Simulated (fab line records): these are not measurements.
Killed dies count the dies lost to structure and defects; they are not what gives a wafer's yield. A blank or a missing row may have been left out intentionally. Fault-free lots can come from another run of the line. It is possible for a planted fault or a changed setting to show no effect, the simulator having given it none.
fab line records	flow berkeleyCmos170
record lots=5	wafers=15	lastDay=13
route steps=331 shown NVT@104 PVT@115 GATE@125 FIELD@126
lots untouched by any fault: they come from a run of this same line in which no faults occurred
startH: hours from the record's first day to the start of the lot's first wafer shown	waitH: time in hours since the lot's previous step	" the same as in the row above	L1.1+2: a single row standing in for several wafers	- no value present, or no start provided	* or withheld: withheld	< > ~ a bound
route shown NAME@n: a module of which the file shows steps, and the number in the route of the first	usual: the fault-free wafers' mean and standard deviation	same: alike in all rows	chamber/n: place in a boat	sites: readings site by site	_std_site: their standard deviation	_edge_site: inner sites' mean taken away from outer sites' mean	radiusMm: for every site, how far away it sits from the centre of the wafer	mask NAME#n: copy n	behind: the most recent tool/chamber to have shaped the wafer	hold: why the lot was held/for how many hours/how that ended	device: the transistor (n, p or np) that didn't switch	end of line: the route-end tests of the same wafers	a step with no rows: only its recipe	killed: dies that structure and defects cost at the first sort, which is not the same as the wafer's yield	map: a wafer's dies, marking killed ones x, the rest . and places with no die _
set.NAME: the setting the step ran with; set.NAME@STEP: the setting that earlier step ran with	model.NAME: the simulator's own value behind a step, which no gauge read
certain route steps with their lots: each step a table, each wafer a row
services: when a tool's chamber went out of use (startH, in hours from the record's first day, below 0 if earlier), for how many hours, and the reason
## steps
# step UCB170_NVT_HMDS_00
# recipe primeTimeS=60	primeTempC=100
# usual primeTempC=100.00/0.13
# same primeTimeS=60
lot.wafer	tool	chamber	startH	waitH	primeTempC
L074.2	lithoTrack-01	0	144.57	0.3	99.78
L074.4	"	0	"	"	99.70
L074.6	"	0	"	"	99.87
L082.2	lithoTrack-01	0	180.88	0.0	100.05
L082.3	"	0	"	"	100.03
L082.6	"	0	"	"	100.04
L085.1	lithoTrack-04	0	214.05	0.0	99.82
L085.4	"	0	"	"	99.85
L085.5	"	0	"	"	100.10
L093.2	lithoTrack-04	0	237.55	0.0	99.88
L093.5	"	0	"	"	99.93
L093.6	"	0	"	"	100.01
L096.3	lithoTrack-03	0	259.62	0.1	99.96
L096.5	"	0	"	"	99.88
L096.6	"	0	"	"	99.98
# step UCB170_NVT_COAT_01
# recipe resist=KrF	spinRpm=1500	resistThkNm=900
lot.wafer	tool	chamber	startH	waitH
L074.2+4+6	lithoTrack-01	0	144.72	0.1
L082.2+3+6	lithoTrack-01	0	181.03	0.1
L085.1+4+5	lithoTrack-04	0	214.20	0.1
L093.2+5+6	lithoTrack-04	0	237.70	0.1
L096.3+5+6	lithoTrack-03	0	259.77	0.1
# step UCB170_NVT_SOFTBAKE_02
# recipe resist=KrF	tempC=130	timeS=60
# usual heaterPowerTotalW=56.81/0.045
# same timeS=60
lot.wafer	tool	chamber	startH	waitH	heaterPowerTotalW
L074.2	lithoTrack-01	0	144.87	0.1	56.80
L074.4	"	0	"	"	56.78
L074.6	"	0	"	"	56.84
L082.2	lithoTrack-01	0	181.18	0.1	56.74
L082.3	"	0	"	"	56.79
L082.6	"	0	"	"	56.82
L085.1	lithoTrack-04	0	214.35	0.1	56.77
L085.4	"	0	"	"	56.78
L085.5	"	0	"	"	56.91
L093.2	lithoTrack-04	0	237.85	0.1	56.80
L093.5	"	0	"	"	56.76
L093.6	"	0	"	"	56.79
L096.3	lithoTrack-03	0	259.92	0.1	56.76
L096.5	"	0	"	"	56.84
L096.6	"	0	"	"	56.73
# step UCB170_NVT_EXPOSE_03
# recipe maskId=PWELL	targetCdNm=3000	na=0.5	sigmaOuter=0.6	sourceShape=conventional	doseMj=30
lot.wafer	tool	chamber	startH	waitH	mask
L074.2+4+6	krfScanner-02	0	145.02	0.1	PWELL#0
L082.2+3+6	krfScanner-01	0	181.44	0.2	PWELL#0
L085.1+4+5	krfScanner-01	0	214.74	0.4	PWELL#0
L093.2+5+6	krfScanner-01	0	238.11	0.2	PWELL#0
L096.3+5+6	krfScanner-02	0	260.35	0.4	PWELL#0
# step UCB170_NVT_PEB_04
# recipe pebTempC=130	pebTimeS=withheld	resist=KrF
# usual heaterPowerTotalW=56.80/0.044
lot.wafer	tool	chamber	startH	waitH	heaterPowerTotalW
L074.2	lithoTrack-01	0	145.14	0.1	56.82
L074.4	"	0	"	"	56.85
L074.6	"	0	"	"	56.82
L082.2	lithoTrack-01	0	181.72	0.3	56.80
L082.3	"	0	"	"	56.73
L082.6	"	0	"	"	56.70
L085.1	lithoTrack-04	0	214.86	0.1	56.70
L085.4	"	0	"	"	56.76
L085.5	"	0	"	"	56.83
L093.2	lithoTrack-04	0	238.45	0.3	56.80
L093.5	"	0	"	"	56.74
L093.6	"	0	"	"	56.86
L096.3	lithoTrack-04	0	260.52	0.1	56.69
L096.5	"	0	"	"	56.77
L096.6	"	0	"	"	56.81
# step UCB170_NVT_DEVELOP_05
# recipe developer=TMAH	developTimeS=45	resist=KrF	devTempC=21
lot.wafer	tool	chamber	startH	waitH
L074.2+4+6	lithoTrack-01	0	-	-
L082.2+3+6	lithoTrack-01	0	-	-
L085.1+4+5	lithoTrack-04	0	-	-
L093.2+5+6	lithoTrack-04	0	-	-
L096.3+5+6	lithoTrack-04	0	-	-
# step UCB170_NVT_OVL_MEAS_06
# usual NVT_OVL=-6/5.6
lot.wafer	tool	chamber	startH	waitH	NVT_OVL[nm]
L074.2	overlay-01	-	145.40	-	-8
L074.4	"	-	"	"	-6
L074.6	"	-	"	"	-11
L082.2	overlay-02	-	181.97	-	-15
L082.3	"	-	"	"	-21
L082.6	"	-	"	"	-16
L085.1	overlay-02	-	215.13	-	-10
L085.4	"	-	"	"	-16
L085.5	"	-	"	"	-15
L093.2	overlay-01	-	238.70	-	-1
L093.5	"	-	"	"	-2
L093.6	"	-	"	"	-3
L096.3	overlay-01	-	260.75	-	-2
L096.5	"	-	"	"	0
L096.6	"	-	"	"	-4
# step UCB170_NVT_IMPLANT_07
# recipe species=BF2	doseCm2=3e+12	energyKev=50	tiltDeg=7
# usual tiltDeg=7.006/0.019
# same implantIonAmu=49
lot.wafer	tool	chamber	startH	waitH	tiltDeg
L074.2	implanter-01	0	145.45	0.0	7.009
L074.4	"	0	"	"	6.992
L074.6	"	0	"	"	6.973
L082.2	implanter-02	0	182.03	0.0	7.019
L082.3	"	0	"	"	6.996
L082.6	"	0	"	"	6.996
L085.1	implanter-01	0	215.17	0.0	6.992
L085.4	"	0	"	"	7.016
L085.5	"	0	"	"	6.985
L093.2	implanter-01	0	238.76	0.0	6.992
L093.5	"	0	"	"	6.980
L093.6	"	0	"	"	6.978
L096.3	implanter-03	0	260.83	0.1	6.993
L096.5	"	0	"	"	7.011
L096.6	"	0	"	"	7.003
# step UCB170_NVT_STRIP_08
# recipe chemistry=O2	powerW=400	pressureMtorr=3500	platenTempC=withheld	o2FlowSccm=400	overashFraction=0.5
# usual chamberPressureMTorr=3500/3.3	drypumpMotorCurrentA=5.9/0.5	oesProductAu=0.734/0.0044	stripTimeToEndpointS=21.63/0.059
lot.wafer	tool	chamber	startH	waitH	chamberPressureMTorr	drypumpMotorCurrentA	oesProductAu	rfHoursCounterH	stripTimeToEndpointS
L074.2	plasmaAsher-03	1	145.58	0.1	3493	5.5	0.740	40	21.66
L074.4	"	1	"	"	3497	5.6	0.735	-	21.65
L074.6	"	0	"	"	3499	5.1	0.733	-	21.51
L082.2	plasmaAsher-04	0	182.15	0.1	3497	5.9	0.737	7	21.53
L082.3	"	1	"	"	3500	5.9	0.740	-	21.60
L082.6	"	0	"	"	3501	5.9	0.743	-	21.60
L085.1	plasmaAsher-01	1	215.32	0.1	3506	6.6	0.734	49	21.61
L085.4	"	0	"	"	3495	6.5	0.730	-	21.58
L085.5	"	0	"	"	3497	6.5	0.726	-	21.58
L093.2	plasmaAsher-03	1	238.88	0.1	3495	5.5	0.734	49	21.56
L093.5	"	1	"	"	3502	5.6	0.733	-	21.56
L093.6	"	0	"	"	3494	5.1	0.732	-	21.58
L096.3	plasmaAsher-01	1	260.96	0.1	3499	6.6	0.730	-	21.66
L096.5	"	1	"	"	3497	6.6	0.734	-	21.71
L096.6	"	0	"	"	3499	6.5	0.734	-	21.66
# step UCB170_NVT_TW_MEAS_09
# usual NVT_TW=523.1/2.6
lot.wafer	tool	chamber	startH	waitH	NVT_TW
L074.2	filmMetro-01	-	145.69	0.1	518.2
L074.4	"	-	"	"	522.3
L074.6	"	-	"	"	524.1
L082.2	filmMetro-03	-	182.26	0.1	523.3
L082.3	"	-	"	"	522.3
L082.6	"	-	"	"	522.1
L085.1	filmMetro-03	-	215.42	0.1	527.8
L085.4	"	-	"	"	525.4
L085.5	"	-	"	"	527.1
L093.2	filmMetro-02	-	238.99	0.1	521.9
L093.5	"	-	"	"	522.8
L093.6	"	-	"	"	525.7
L096.3	filmMetro-03	-	261.05	0.1	519.8
L096.5	"	-	"	"	523.1
L096.6	"	-	"	"	522.4
# step UCB170_NVT_CLEAN_10
# recipe chemistry=SPM	tempC=120	timeS=600
# same timeS=600
lot.wafer	tool	chamber	startH	waitH
L074.2+4+6	wetBench-02	2	147.02	1.3
L082.2+3+6	wetBench-03	3	182.39	0.1
L085.1+4+5	wetBench-04	2	215.54	0.1
L093.2+5+6	wetBench-03	3	241.32	2.3
L096.3+5+6	wetBench-04	0	262.41	1.4
# step UCB170_PVT_HMDS_00
# recipe primeTimeS=60	primeTempC=100
# usual primeTempC=100.02/0.14
# same primeTimeS=60
lot.wafer	tool	chamber	startH	waitH	primeTempC
L074.2	lithoTrack-01	0	147.50	0.3	99.87
L074.4	"	0	"	"	100.02
L074.6	"	0	"	"	99.90
L082.2	lithoTrack-01	0	182.59	0.0	99.86
L082.3	"	0	"	"	100.06
L082.6	"	0	"	"	99.85
L085.1	lithoTrack-01	0	215.71	0.0	100.12
L085.4	"	0	"	"	100.17
L085.5	"	0	"	"	100.14
L093.2	lithoTrack-01	0	241.54	0.0	100.02
L093.5	"	0	"	"	100.01
L093.6	"	0	"	"	99.89
L096.3	lithoTrack-02	0	263.36	0.8	100.18
L096.5	"	0	"	"	100.13
L096.6	"	0	"	"	100.23
# step UCB170_PVT_COAT_01
# recipe resist=KrF	spinRpm=1500	resistThkNm=900
lot.wafer	tool	chamber	startH	waitH
L074.2+4+6	lithoTrack-01	0	147.65	0.1
L082.2+3+6	lithoTrack-01	0	182.74	0.1
L085.1+4+5	lithoTrack-01	0	215.86	0.1
L093.2+5+6	lithoTrack-01	0	241.69	0.1
L096.3+5+6	lithoTrack-02	0	263.51	0.1
# step UCB170_PVT_SOFTBAKE_02
# recipe resist=KrF	tempC=130	timeS=60
# usual heaterPowerTotalW=56.80/0.043
# same timeS=60
lot.wafer	tool	chamber	startH	waitH	heaterPowerTotalW
L074.2	lithoTrack-01	0	147.80	0.1	56.83
L074.4	"	0	"	"	56.84
L074.6	"	0	"	"	56.87
L082.2	lithoTrack-01	0	182.89	0.1	56.81
L082.3	"	0	"	"	56.77
L082.6	"	0	"	"	56.77
L085.1	lithoTrack-01	0	216.01	0.1	56.81
L085.4	"	0	"	"	56.82
L085.5	"	0	"	"	56.74
L093.2	lithoTrack-01	0	241.84	0.1	56.73
L093.5	"	0	"	"	56.76
L093.6	"	0	"	"	56.84
L096.3	lithoTrack-02	0	263.66	0.1	56.78
L096.5	"	0	"	"	56.80
L096.6	"	0	"	"	56.82
# step UCB170_PVT_EXPOSE_03
# recipe maskId=NWELL	targetCdNm=3000	na=0.5	sigmaOuter=0.6	sourceShape=conventional	doseMj=30
lot.wafer	tool	chamber	startH	waitH	mask
L074.2+4+6	krfScanner-02	0	147.94	0.1	NWELL#0
L082.2+3+6	krfScanner-02	0	183.03	0.1	NWELL#0
L085.1+4+5	krfScanner-01	0	216.29	0.2	NWELL#0
L093.2+5+6	krfScanner-02	0	241.98	0.1	NWELL#0
L096.3+5+6	krfScanner-02	0	263.80	0.1	NWELL#0
# step UCB170_PVT_PEB_04
# recipe pebTempC=130	pebTimeS=withheld	resist=KrF
# usual heaterPowerTotalW=56.80/0.048
lot.wafer	tool	chamber	startH	waitH	heaterPowerTotalW
L074.2	lithoTrack-04	0	148.57	0.6	56.80
L074.4	"	0	"	"	56.77
L074.6	"	0	"	"	56.78
L082.2	lithoTrack-04	0	183.21	0.2	56.86
L082.3	"	0	"	"	56.85
L082.6	"	0	"	"	56.85
L085.1	lithoTrack-02	0	216.40	0.1	56.82
L085.4	"	0	"	"	56.85
L085.5	"	0	"	"	56.82
L093.2	lithoTrack-01	0	242.89	0.9	56.79
L093.5	"	0	"	"	56.78
L093.6	"	0	"	"	56.78
L096.3	lithoTrack-02	0	264.53	0.7	56.80
L096.5	"	0	"	"	56.71
L096.6	"	0	"	"	56.84
# step UCB170_PVT_DEVELOP_05
# recipe developer=TMAH	developTimeS=45.64	resist=KrF	devTempC=21
lot.wafer	tool	chamber	startH	waitH
L074.2+4+6	lithoTrack-04	0	-	-
L082.2+3+6	lithoTrack-04	0	-	-
L085.1+4+5	lithoTrack-02	0	-	-
L093.2+5+6	lithoTrack-01	0	-	-
L096.3+5+6	lithoTrack-02	0	-	-
# step UCB170_PVT_OVL_MEAS_06
# usual PVT_OVL=-1/5.2
lot.wafer	tool	chamber	startH	waitH	PVT_OVL[nm]
L074.2	overlay-02	-	148.83	-	-4
L074.4	"	-	"	"	-3
L074.6	"	-	"	"	-7
L082.2	overlay-01	-	183.47	-	1
L082.3	"	-	"	"	-10
L082.6	"	-	"	"	0
L085.1	overlay-01	-	216.68	-	4
L085.4	"	-	"	"	5
L085.5	"	-	"	"	-5
L093.2	overlay-01	-	243.14	-	-9
L093.5	"	-	"	"	-2
L093.6	"	-	"	"	-13
L096.3	overlay-01	-	264.77	-	-3
L096.5	"	-	"	"	0
L096.6	"	-	"	"	6
# step UCB170_PVT_IMPLANT_07
# recipe species=P	doseCm2=2e+12	energyKev=30	tiltDeg=7
# usual tiltDeg=7.000/0.017
# same implantIonAmu=31
lot.wafer	tool	chamber	startH	waitH	tiltDeg
L074.2	implanter-04	0	148.88	0.0	6.989
L074.4	"	0	"	"	6.979
L074.6	"	0	"	"	7.000
L082.2	implanter-01	0	183.53	0.0	7.003
L082.3	"	0	"	"	7.012
L082.6	"	0	"	"	6.965
L085.1	implanter-03	0	216.71	0.0	6.994
L085.4	"	0	"	"	7.021
L085.5	"	0	"	"	6.978
L093.2	implanter-04	0	243.20	0.0	6.988
L093.5	"	0	"	"	7.017
L093.6	"	0	"	"	7.032
L096.3	implanter-01	0	264.84	0.1	6.995
L096.5	"	0	"	"	7.008
L096.6	"	0	"	"	6.994
# step UCB170_PVT_STRIP_08
# recipe chemistry=O2	powerW=400	pressureMtorr=3500	platenTempC=withheld	o2FlowSccm=400	overashFraction=0.5
# usual chamberPressureMTorr=3499/10	drypumpMotorCurrentA=6.0/0.6	oesProductAu=0.735/0.0045	stripTimeToEndpointS=21.63/0.058
lot.wafer	tool	chamber	startH	waitH	chamberPressureMTorr	drypumpMotorCurrentA	oesProductAu	rfHoursCounterH	stripTimeToEndpointS
L074.2	plasmaAsher-03	1	149.01	0.1	3501	5.6	0.732	40	21.71
L074.4	"	0	"	"	3501	5.1	0.744	-	21.73
L074.6	"	0	"	"	3502	5.1	0.733	-	21.70
L082.2	plasmaAsher-02	0	183.65	0.1	3497	6.5	0.744	40	21.58
L082.3	"	1	"	"	3501	5.2	0.734	-	21.70
L082.6	"	1	"	"	3497	5.2	0.738	-	21.68
L085.1	plasmaAsher-03	1	216.86	0.1	3501	5.6	0.732	47	21.64
L085.4	"	0	"	"	3495	5.1	0.734	-	21.64
L085.5	"	0	"	"	3505	5.1	0.731	-	21.71
L093.2	plasmaAsher-01	1	243.32	0.1	3506	6.6	0.742	52	21.69
L093.5	"	0	"	"	3503	6.5	0.727	-	21.71
L093.6	"	1	"	"	3504	6.6	0.739	-	21.74
L096.3	plasmaAsher-02	1	264.98	0.1	3506	5.2	0.732	-	21.53
L096.5	"	0	"	"	3499	6.4	0.725	-	21.59
L096.6	"	1	"	"	3500	5.2	0.738	-	21.58
# step UCB170_PVT_TW_MEAS_09
# usual PVT_TW=506.8/2.7
lot.wafer	tool	chamber	startH	waitH	PVT_TW
L074.2	filmMetro-03	-	149.12	0.1	507.1
L074.4	"	-	"	"	504.8
L074.6	"	-	"	"	507.8
L082.2	filmMetro-02	-	183.76	0.1	503.5
L082.3	"	-	"	"	506.4
L082.6	"	-	"	"	505.8
L085.1	filmMetro-04	-	216.96	0.1	511.7
L085.4	"	-	"	"	512.7
L085.5	"	-	"	"	511.1
L093.2	filmMetro-02	-	243.43	0.1	505.7
L093.5	"	-	"	"	506.1
L093.6	"	-	"	"	504.6
L096.3	filmMetro-04	-	265.06	0.1	510.2
L096.5	"	-	"	"	509.6
L096.6	"	-	"	"	508.3
# step UCB170_GATE_WET_ETCH_00
# recipe chemistry=dHF	dilution=25:1	target=SiO2	tempC=25	timeS=200
# same timeS=200
lot.wafer	tool	chamber	startH	waitH
L074.2+4+6	wetBench-03	3	149.17	0.0
L082.2+3+6	wetBench-03	1	183.81	0.0
L085.1+4+5	wetBench-01	2	217.02	0.1
L093.2+5+6	wetBench-01	3	243.48	0.0
L096.3+5+6	wetBench-03	1	265.11	0.0
# step UCB170_FIELD_THK_MEAS_91
# recipe reads=SiO2_of_FIELD_OXIDATION_01
# usual FIELD_OXIDE_LEFT_2_THK=348/14
lot.wafer	tool	chamber	startH	waitH	FIELD_OXIDE_LEFT_2_THK[nm]
L074.2	filmMetro-04	-	149.24	0.0	364
L074.4	"	-	"	"	370
L074.6	"	-	"	"	373
L082.2	filmMetro-03	-	183.88	0.0	345
L082.3	"	-	"	"	355
L082.6	"	-	"	"	345
L085.1	filmMetro-03	-	217.09	0.0	339
L085.4	"	-	"	"	341
L085.5	"	-	"	"	332
L093.2	filmMetro-03	-	243.62	0.0	333
L093.5	"	-	"	"	345
L093.6	"	-	"	"	339
L096.3	filmMetro-04	-	265.19	0.0	360
L096.5	"	-	"	"	369
L096.6	"	-	"	"	355
# step UCB170_GATE_OXIDATION_01
# recipe tempC=850	ambient=O2	targetThkA=66	oxTimeS=1800
# usual spikeTcCentreC=851.8/1.1	spikeTcSourceC=874/3.6	zonePowerLoadPct=24.9/0.96
lot.wafer	tool	chamber	startH	waitH	spikeTcCentreC	spikeTcSourceC	zonePowerLoadPct
L074.2	furnace-02	0	156.64	7.4	851.6	876	24.5
L074.4	"	0	"	"	850.3	874	24.2
L074.6	"	0	"	"	851.2	877	24.2
L082.2	furnace-04	0	191.12	7.2	850.7	867	26.6
L082.3	"	0	"	"	851.4	867	26.9
L082.6	"	0	"	"	850.4	869	27.1
L085.1	furnace-02	0	221.40	4.3	852.8	876	24.3
L085.4	"	0	"	"	849.0	876	24.1
L085.5	"	0	"	"	850.9	876	24.5
L093.2	furnace-01	0	249.44	5.8	852.4	877	25.0
L093.5	"	0	"	"	852.8	876	24.7
L093.6	"	0	"	"	851.9	875	25.0
L096.3	furnace-02	0	268.87	3.7	851.3	876	24.5
L096.5	"	0	"	"	851.8	875	24.3
L096.6	"	0	"	"	850.9	875	24.4
# step UCB170_GATE_THK_MEAS_02
# recipe reads=SiO2_of_GATE_OXIDATION_01
# usual GATE_OXIDE_THK=6.61/0.12
lot.wafer	tool	chamber	startH	waitH	GATE_OXIDE_THK[nm]
L074.2	filmMetro-01	-	158.15	0.0	6.67
L074.4	"	-	"	"	6.59
L074.6	"	-	"	"	6.64
L082.2	filmMetro-02	-	192.63	0.0	6.70
L082.3	"	-	"	"	6.81
L082.6	"	-	"	"	6.67
L085.1	filmMetro-02	-	222.90	0.0	6.56
L085.4	"	-	"	"	6.50
L085.5	"	-	"	"	6.53
L093.2	filmMetro-02	-	250.95	0.0	6.67
L093.5	"	-	"	"	6.50
L093.6	"	-	"	"	6.49
L096.3	filmMetro-02	-	270.39	0.0	6.54
L096.5	"	-	"	"	6.51
L096.6	"	-	"	"	6.72
# step UCB170_GATE_ANNEAL_03
# recipe tempC=900	timeS=1800	ambient=N2
# usual spikeTcCentreC=902.0/1	spikeTcSourceC=923/4.1	zonePowerLoadPct=28.6/1.2
# same timeS=1800
lot.wafer	tool	chamber	startH	waitH	spikeTcCentreC	spikeTcSourceC	zonePowerLoadPct
L074.2	furnace-04	0	165.96	7.8	898.8	918	30.2
L074.4	"	0	"	"	902.8	918	29.5
L074.6	"	0	"	"	902.3	918	30.0
L082.2	furnace-02	0	201.50	8.9	901.1	926	27.3
L082.3	"	0	"	"	900.9	928	27.6
L082.6	"	0	"	"	902.7	926	27.3
L085.1	furnace-02	0	227.48	4.6	900.2	924	26.9
L085.4	"	0	"	"	900.6	927	27.4
L085.5	"	0	"	"	899.8	926	27.7
L093.2	furnace-04	0	256.75	5.8	902.4	919	29.9
L093.5	"	0	"	"	902.5	921	30.1
L093.6	"	0	"	"	903.5	918	30.1
L096.3	furnace-01	0	274.89	4.5	903.1	927	28.0
L096.5	"	0	"	"	901.4	927	27.8
L096.6	"	0	"	"	902.2	926	27.7
# step UCB170_GATE_CVD_04
# recipe material=poly-Si	tempC=610	precursor=SiH4	timeS=1440	pressureMtorr=375	targetThkNm=214	sih4FlowSccm=120
# usual spikeTcCentreC=612.6/1.3	spikeTcSourceC=629.2/2.9	zonePowerLoadPct=11.5/0.87
# same timeS=1440
lot.wafer	tool	chamber	startH	waitH	spikeTcCentreC	spikeTcSourceC	zonePowerLoadPct
L074.2	lpcvd-01	0	167.46	0.0	611.5	634.7	11.0
L074.4	"	0	"	"	612.0	634.0	11.1
L074.6	"	0	"	"	611.5	633.4	11.2
L082.2	lpcvd-02	0	203.00	0.0	611.7	626.8	12.5
L082.3	"	0	"	"	612.5	627.5	12.4
L082.6	"	0	"	"	611.3	627.7	12.4
L085.1	lpcvd-02	1	229.98	1.0	613.4	627.5	10.2
L085.4	"	1	"	"	614.3	627.1	10.4
L085.5	"	1	"	"	614.4	626.2	10.1
L093.2	lpcvd-02	0	258.25	0.0	612.8	627.0	12.3
L093.5	"	0	"	"	612.2	627.9	12.3
L093.6	"	0	"	"	614.0	627.6	12.5
L096.3	lpcvd-01	1	276.39	0.0	612.6	629.7	11.8
L096.5	"	1	"	"	613.9	629.1	11.9
L096.6	"	1	"	"	611.3	629.7	11.9
# step UCB170_GATE_THK_MEAS_05
# recipe reads=poly-Si_of_GATE_CVD_04
# usual GATE_POLY_THK=212.8/1.6
lot.wafer	tool	chamber	startH	waitH	GATE_POLY_THK[nm]
L074.2	filmMetro-04	-	168.95	0.1	214.9
L074.4	"	-	"	"	213.2
L074.6	"	-	"	"	213.2
L082.2	filmMetro-01	-	204.47	0.1	214.1
L082.3	"	-	"	"	214.9
L082.6	"	-	"	"	214.8
L085.1	filmMetro-02	-	231.44	0.1	211.5
L085.4	"	-	"	"	211.6
L085.5	"	-	"	"	212.1
L093.2	filmMetro-02	-	259.72	0.1	214.9
L093.5	"	-	"	"	213.8
L093.6	"	-	"	"	213.4
L096.3	filmMetro-02	-	277.81	0.0	211.4
L096.5	"	-	"	"	210.6
L096.6	"	-	"	"	213.0
# step UCB170_GATE_COAT_06
# recipe resist=BARC	tempC=withheld	timeS=withheld	spinRpm=3000	resistThkNm=withheld
lot.wafer	tool	chamber	startH	waitH
L074.2+4+6	lithoTrack-03	0	169.02	0.1
L082.2+3+6	lithoTrack-03	0	204.94	0.5
L085.1+4+5	lithoTrack-01	0	232.58	1.1
L093.2+5+6	lithoTrack-01	0	259.97	0.2
L096.3+5+6	lithoTrack-02	0	278.28	0.5
# step UCB170_GATE_COAT_07
# recipe resist=KrF	spinRpm=1490	resistThkNm=900
lot.wafer	tool	chamber	startH	waitH
L074.2+4+6	lithoTrack-03	0	-	-
L082.2+3+6	lithoTrack-03	0	-	-
L085.1+4+5	lithoTrack-01	0	-	-
L093.2+5+6	lithoTrack-01	0	-	-
L096.3+5+6	lithoTrack-02	0	-	-
# step UCB170_GATE_SOFTBAKE_08
# recipe resist=KrF	tempC=130	timeS=60
# usual heaterPowerTotalW=56.80/0.044
# same timeS=60
lot.wafer	tool	chamber	startH	waitH	heaterPowerTotalW
L074.2	lithoTrack-03	0	-	-	56.83
L074.4	"	0	"	"	56.86
L074.6	"	0	"	"	56.82
L082.2	lithoTrack-03	0	-	-	56.80
L082.3	"	0	"	"	56.80
L082.6	"	0	"	"	56.79
L085.1	lithoTrack-01	0	-	-	56.85
L085.4	"	0	"	"	56.78
L085.5	"	0	"	"	56.79
L093.2	lithoTrack-01	0	-	-	56.91
L093.5	"	0	"	"	56.84
L093.6	"	0	"	"	56.73
L096.3	lithoTrack-02	0	-	-	56.81
L096.5	"	0	"	"	56.87
L096.6	"	0	"	"	56.83
# step UCB170_GATE_EXPOSE_09
# recipe maskId=POLY	targetCdNm=350	na=0.5	sigmaOuter=0.6	sourceShape=conventional	doseMj=21
lot.wafer	tool	chamber	startH	waitH	mask
L074.2+4+6	krfScanner-02	0	169.76	-	POLY#0
L082.2+3+6	krfScanner-01	0	205.56	-	POLY#0
L085.1+4+5	krfScanner-02	0	233.31	-	POLY#0
L093.2+5+6	krfScanner-01	0	260.42	-	POLY#0
L096.3+5+6	krfScanner-02	0	278.85	-	POLY#0
# step UCB170_GATE_PEB_10
# recipe pebTempC=130	pebTimeS=withheld	resist=KrF
# usual heaterPowerTotalW=56.80/0.048
lot.wafer	tool	chamber	startH	waitH	heaterPowerTotalW
L074.2	lithoTrack-03	0	169.88	0.1	56.77
L074.4	"	0	"	"	56.83
L074.6	"	0	"	"	56.83
L082.2	lithoTrack-03	0	206.11	0.5	56.77
L082.3	"	0	"	"	56.81
L082.6	"	0	"	"	56.69
L085.1	lithoTrack-03	0	233.42	0.1	56.79
L085.4	"	0	"	"	56.82
L085.5	"	0	"	"	56.86
L093.2	lithoTrack-03	0	260.54	0.1	56.76
L093.5	"	0	"	"	56.81
L093.6	"	0	"	"	56.76
L096.3	lithoTrack-03	0	279.17	0.3	56.79
L096.5	"	0	"	"	56.76
L096.6	"	0	"	"	56.83
# step UCB170_GATE_DEVELOP_11
# recipe developer=TMAH	developTimeS=45	resist=KrF	devTempC=21
lot.wafer	tool	chamber	startH	waitH
L074.2+4+6	lithoTrack-03	0	-	-
L082.2+3+6	lithoTrack-03	0	-	-
L085.1+4+5	lithoTrack-03	0	-	-
L093.2+5+6	lithoTrack-03	0	-	-
L096.3+5+6	lithoTrack-03	0	-	-
# step UCB170_GATE_CD_MEAS_12
# recipe targetCdNm=350
# usual cdNm=349.9/1.5
lot.wafer	tool	chamber	startH	waitH	cdNm
L074.2	cdSem-01	-	170.15	-	351.5
L074.4	"	-	"	"	351.7
L074.6	"	-	"	"	351.4
L082.2	cdSem-02	-	206.38	-	349.6
L082.3	"	-	"	"	349.2
L082.6	"	-	"	"	349.3
L085.1	cdSem-01	-	233.70	-	348.6
L085.4	"	-	"	"	346.9
L085.5	"	-	"	"	349.7
L093.2	cdSem-01	-	260.81	-	349.6
L093.5	"	-	"	"	350.3
L093.6	"	-	"	"	350.4
L096.3	cdSem-01	-	279.44	-	349.7
L096.5	"	-	"	"	350.7
L096.6	"	-	"	"	350.5
# step UCB170_GATE_OVL_MEAS_13
# usual GATE_OVL=2/5.9
lot.wafer	tool	chamber	startH	waitH	GATE_OVL[nm]
L074.2	overlay-02	-	170.26	0.1	1
L074.4	"	-	"	"	14
L074.6	"	-	"	"	7
L082.2	overlay-02	-	206.49	0.1	1
L082.3	"	-	"	"	3
L082.6	"	-	"	"	-5
L085.1	overlay-01	-	233.82	0.1	12
L085.4	"	-	"	"	9
L085.5	"	-	"	"	4
L093.2	overlay-01	-	260.92	0.1	8
L093.5	"	-	"	"	0
L093.6	"	-	"	"	2
L096.3	overlay-01	-	279.53	0.1	-1
L096.5	"	-	"	"	0
L096.6	"	-	"	"	9
# step UCB170_GATE_ETCH_14
# recipe chemistry=N2/H2	targetDepthA=withheld	overetchA=withheld	target=BARC	timeS=withheld	sourceW=500	biasW=100	pressureMtorr=30	n2FlowSccm=100	h2FlowSccm=200
# usual biasW=100.0/0.32	chamberPressureMTorr=30.001/0.025	drypumpMotorCurrentA=5.8/0.35	oesProductAu=1.000/0.022	throttleValvePct=13.30/0.17
lot.wafer	tool	chamber	startH	waitH	biasW	chamberPressureMTorr	drypumpMotorCurrentA	oesProductAu	throttleValvePct
L074.2	rieDiel-02	3	170.29	0.0	100.1	29.973	5.5	0.991	13.45
L074.4	"	2	"	"	100.0	29.954	5.6	0.993	13.15
L074.6	"	3	"	"	100.1	30.023	5.4	0.995	13.43
L082.2	rieDiel-03	0	206.52	0.0	99.9	30.010	6.2	0.997	13.06
L082.3	"	2	"	"	100.3	30.043	5.7	0.980	13.43
L082.6	"	3	"	"	99.8	30.011	5.4	1.001	13.46
L085.1	rieDiel-04	0	233.86	0.0	100.0	29.979	5.5	1.052	13.09
L085.4	"	1	"	"	100.0	29.977	6.5	1.009	13.34
L085.5	"	0	"	"	100.2	30.028	5.5	1.046	13.09
L093.2	rieDiel-03	2	260.95	0.0	100.0	29.961	5.7	0.985	13.43
L093.5	"	3	"	"	100.0	30.004	5.4	1.012	13.47
L093.6	"	0	"	"	100.0	30.000	6.2	0.993	13.07
L096.3	rieDiel-03	0	279.55	0.0	100.0	30.036	6.2	0.993	13.05
L096.5	"	3	"	"	100.1	29.952	5.4	1.005	13.46
L096.6	"	2	"	"	100.4	30.027	5.7	0.981	13.44
## services
tool	chamber	startH	hours	kind
krfScanner-02	-	128.11	1.0	pm
plasmaAsher-02	-	137.13	1.6	repair
krfScanner-01	-	138.76	5.7	repair
krfScanner-01	-	144.44	1.0	pm
krfScanner-01	-	145.44	1.3	pm
krfScanner-02	-	146.74	0.8	pm
furnace-04	-	152.01	6.6	repair
rieDiel-03	2	157.23	14.8	repair
krfScanner-01	-	159.35	0.8	pm
implanter-01	-	160.51	4.4	pm
implanter-04	-	175.79	1.8	repair
furnace-04	-	178.26	3.0	pm
furnace-01	-	184.23	1.8	repair
krfScanner-01	-	192.26	1.3	repair
krfScanner-02	-	197.38	1.3	pm
furnace-01	-	209.89	3.7	pm
plasmaAsher-03	-	211.06	1.3	repair
implanter-01	-	229.57	1.8	repair
krfScanner-02	-	230.38	0.1	repair
krfScanner-01	-	233.61	0.3	repair
implanter-03	-	235.13	2.7	repair
implanter-03	-	246.20	1.4	repair
wetBench-01	-	252.19	1.9	repair
furnace-02	-	278.98	2.9	pm
## key
fault none
